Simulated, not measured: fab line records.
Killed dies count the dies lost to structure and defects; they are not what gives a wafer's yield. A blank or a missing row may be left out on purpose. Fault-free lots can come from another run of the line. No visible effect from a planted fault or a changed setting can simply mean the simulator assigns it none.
Split-lot trial :: flow rit_cmos :: route with 202 steps; 5 lots, 23 wafers read

== THE SPLIT ==
At RIT_NWELL_IMPLANT_08, the setting dose_cm2 was moved away from the recipe's 5e+13 on 7 of the 23 wafers read, by -5.2% to +2.4%. The other wafers ran this setting at the recipe's value.

== FROM THE SPLIT TO THE READING: what the file shows between them, 6 steps ==
- RIT_NWELL_STRIP_09: strips in O2, time 180 s
- RIT_NWELL_TW_MEAS_10
- RIT_PWELL_HARDBAKE_07: time 120 s (also split here: temp_c)
- RIT_PWELL_IMPLANT_08
- RIT_PWELL_STRIP_09: strips in O2, time 180 s
- RIT_WELLDRIVE_ANNEAL_00: time 14700 s

== THE READING ==
NWELL_RS, in ohm/sq, at RIT_WELLDRIVE_RS_MEAS_01 (measures by four-point-probe). On this fab line, fault-free wafers typically give 275.4 ohm/sq with a standard deviation of 0.77 ohm/sq.

wafer: L077.1
tool, chamber at the split: implanter-02, 0
dose_cm2 as run: 4.742e+13
against the recipe: -5.2%
NWELL_RS, ohm/sq: 283.0
against lot-mates on the recipe: +8.3

wafer: L077.2
tool, chamber at the split: implanter-02, 0
dose_cm2 as run: 5e+13
against the recipe: recipe
NWELL_RS, ohm/sq: 273.9
against lot-mates on the recipe: -

wafer: L077.4
tool, chamber at the split: implanter-02, 0
dose_cm2 as run: 5e+13
against the recipe: recipe
NWELL_RS, ohm/sq: 275.5
against lot-mates on the recipe: -

wafer: L077.5
tool, chamber at the split: implanter-02, 0
dose_cm2 as run: 4.742e+13
against the recipe: -5.2%
NWELL_RS, ohm/sq: 284.0
against lot-mates on the recipe: +9.3

wafer: L077.6
tool, chamber at the split: implanter-02, 0
dose_cm2 as run: 4.742e+13
against the recipe: -5.2%
NWELL_RS, ohm/sq: 283.3
against lot-mates on the recipe: +8.6

wafer: L078.1
tool, chamber at the split: implanter-01, 0
dose_cm2 as run: 5e+13
against the recipe: recipe
NWELL_RS, ohm/sq: 275.5
against lot-mates on the recipe: -

wafer: L078.2
tool, chamber at the split: implanter-01, 0
dose_cm2 as run: 5e+13
against the recipe: recipe
NWELL_RS, ohm/sq: 275.5
against lot-mates on the recipe: -

wafer: L078.4
tool, chamber at the split: implanter-01, 0
dose_cm2 as run: 5e+13
against the recipe: recipe
NWELL_RS, ohm/sq: 276.3
against lot-mates on the recipe: -

wafer: L078.5
tool, chamber at the split: implanter-01, 0
dose_cm2 as run: 5e+13
against the recipe: recipe
NWELL_RS, ohm/sq: 274.9
against lot-mates on the recipe: -

wafer: L078.6
tool, chamber at the split: implanter-01, 0
dose_cm2 as run: 5e+13
against the recipe: recipe
NWELL_RS, ohm/sq: 276.3
against lot-mates on the recipe: -

wafer: L079.1
tool, chamber at the split: implanter-03, 0
dose_cm2 as run: 5e+13
against the recipe: recipe
NWELL_RS, ohm/sq: 277.0
against lot-mates on the recipe: -

wafer: L079.2
tool, chamber at the split: implanter-03, 0
dose_cm2 as run: 5e+13
against the recipe: recipe
NWELL_RS, ohm/sq: 276.2
against lot-mates on the recipe: -

wafer: L079.3
tool, chamber at the split: implanter-03, 0
dose_cm2 as run: 5e+13
against the recipe: recipe
NWELL_RS, ohm/sq: 276.0
against lot-mates on the recipe: -

wafer: L079.5
tool, chamber at the split: implanter-03, 0
dose_cm2 as run: 4.774e+13
against the recipe: -4.5%
NWELL_RS, ohm/sq: 284.1
against lot-mates on the recipe: +7.7

wafer: L079.6
tool, chamber at the split: implanter-03, 0
dose_cm2 as run: 4.774e+13
against the recipe: -4.5%
NWELL_RS, ohm/sq: 285.4
against lot-mates on the recipe: +9.0

wafer: L084.1
tool, chamber at the split: implanter-01, 0
dose_cm2 as run: 5e+13
against the recipe: recipe
NWELL_RS, ohm/sq: 275.1
against lot-mates on the recipe: -

wafer: L084.2
tool, chamber at the split: implanter-01, 0
dose_cm2 as run: 5.12e+13
against the recipe: +2.4%
NWELL_RS, ohm/sq: 270.6
against lot-mates on the recipe: -4.9

wafer: L084.3
tool, chamber at the split: implanter-01, 0
dose_cm2 as run: 5.12e+13
against the recipe: +2.4%
NWELL_RS, ohm/sq: 271.9
against lot-mates on the recipe: -3.6

wafer: L084.4
tool, chamber at the split: implanter-01, 0
dose_cm2 as run: 5e+13
against the recipe: recipe
NWELL_RS, ohm/sq: 275.9
against lot-mates on the recipe: -

wafer: L084.6
tool, chamber at the split: implanter-01, 0
dose_cm2 as run: 5e+13
against the recipe: recipe
NWELL_RS, ohm/sq: 275.6
against lot-mates on the recipe: -

wafer: L085.3
tool, chamber at the split: implanter-03, 0
dose_cm2 as run: 5e+13
against the recipe: recipe
NWELL_RS, ohm/sq: 274.5
against lot-mates on the recipe: -

wafer: L085.4
tool, chamber at the split: implanter-03, 0
dose_cm2 as run: 5e+13
against the recipe: recipe
NWELL_RS, ohm/sq: 274.2
against lot-mates on the recipe: -

wafer: L085.5
tool, chamber at the split: implanter-03, 0
dose_cm2 as run: 5e+13
against the recipe: recipe
NWELL_RS, ohm/sq: 274.1
against lot-mates on the recipe: -

THE FIT
A straight line over all 23 wafers: NWELL_RS changes by -1.73 ohm/sq for each +1% of dose_cm2; r = -0.97; the points scatter about the line by 1 ohm/sq.
The same after taking each lot's own level away (the mean of its wafers on the recipe; 23 wafers): -1.75 ohm/sq for each +1%; r = -0.99; scatter 0.56 ohm/sq.
On that fit, the largest move of dose_cm2 shifts the reading by 9 ohm/sq.
Across the lots, their own levels run from 274.27 to 276.40 ohm/sq, a range of 2.8 times the standard deviation given above.
Consequently the slope shifts little with the lot-to-lot level, the two slopes agreeing.
Check: with one of the wafers moved furthest among these (-5.2%) left out of the fit, the line predicts +9.2 ohm/sq for it against its lot-mates. It came out at +8.3 ohm/sq against them.

== OTHER SPLITS ON THESE WAFERS ==
These wafers also went through other splits before the reading. Each is held against what the fit with the lots' levels taken away leaves over:
other split on the same wafers: RIT_ACTIVE_EXPOSE_08 dose_mj
wafers away from the commonest value: 8
r with NWELL_RS (lot level and that fit taken away): +0.30

other split on the same wafers: RIT_ACTIVE_ETCH_13 over_etch_frac
wafers away from the commonest value: 8
r with NWELL_RS (lot level and that fit taken away): +0.21

other split on the same wafers: RIT_PWELL_HARDBAKE_07 temp_c
wafers away from the commonest value: 9
r with NWELL_RS (lot level and that fit taken away): +0.30

== THE WHOLE CHAIN: every reading that the file lists as answering this split, in the file's order ==
step: RIT_NWELL_TW_MEAS_10
what it does: 
reading: NWELL_TW
change (the file's fit): +6.87 for each +1% of the setting
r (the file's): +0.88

step: RIT_WELLDRIVE_RS_MEAS_01
what it does: measures by four-point-probe
reading: NWELL_RS
change (the file's fit): -1.75 for each +1% of the setting
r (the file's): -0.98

== THE FILE'S OWN FIT ==
NWELL_RS changes by -1.75 ohm/sq for each +1% of dose_cm2, r = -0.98.
